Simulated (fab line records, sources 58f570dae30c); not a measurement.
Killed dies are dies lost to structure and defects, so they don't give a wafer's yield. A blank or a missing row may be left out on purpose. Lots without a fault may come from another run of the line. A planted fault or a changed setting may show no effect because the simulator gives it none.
Which tool did it? | flow berkeley_cmos170 | 14 lots, 42 wafers sampled, at 1 step of a route of 331

WHAT THE GAUGES READ, wafer by wafer
UCB170_NLDD_TW_MEAS_11. Usual: NLDD_TW 2238, standard deviation 35.
lot  | measured     | on            | NLDD_TW        | flag
L477 | day 5 14:50  | film_metro-01 | 2263 2266 2260 |
L478 | day 6 12:52  | film_metro-01 | 2249 2255 2259 |
L480 | day 6 23:52  | film_metro-02 | 2201 2190 2194 |
L482 | day 7 00:23  | film_metro-01 | 2279 2267 2268 |
L483 | day 7 13:38  | film_metro-01 | 2274 2274 2270 |
L485 | day 8 01:46  | film_metro-04 | 2277 2262 2260 |
L487 | day 8 14:45  | film_metro-04 | 2271 2280 2267 |
L491 | day 9 01:19  | film_metro-01 | 2262 2261 2264 |
L492 | day 9 07:31  | film_metro-02 | 2196 2185 2185 |
L493 | day 9 20:23  | film_metro-04 | 2249 2245 2265 |
L494 | day 10 03:23 | film_metro-04 | 2258 2260 2255 |
L495 | day 10 11:38 | film_metro-02 | 2202 2197 2189 |
L497 | day 10 17:00 | film_metro-02 | 2198 2193 2191 |
L500 | day 11 01:23 | film_metro-02 | 2191 2192 2186 |

WHICH TOOL RAN EACH LOT (tool, then ch and the chambers of the sampled wafers, then the start)
The record holds no process step before these readings.

WHAT THE TOOLS THEMSELVES READ (means of the sampled wafers that have a number; where no wafer has one, the mark that the record gives instead)
The record holds no such reading with a usual standard deviation.

THE ANSWER, worked out from the rows above alone
Rule: a lot is off if the mean of its wafers that have a number lies more than 3 standard deviations from the usual mean. A lot without any number at a reading at which 4 lots or more have one is off too. The other lots that the step has rows for count as sound. The gauges are gone through in route order, then the tools' own readings, and for those a lot's mean is taken as printed above. The first step at which some lot is off is used, and at that step the reading that is off furthest; a lot without a number counts as furthest.
No lot is off at any reading shown: from this, nothing can be told.

WHAT THE SIMULATOR HAD PUT IN
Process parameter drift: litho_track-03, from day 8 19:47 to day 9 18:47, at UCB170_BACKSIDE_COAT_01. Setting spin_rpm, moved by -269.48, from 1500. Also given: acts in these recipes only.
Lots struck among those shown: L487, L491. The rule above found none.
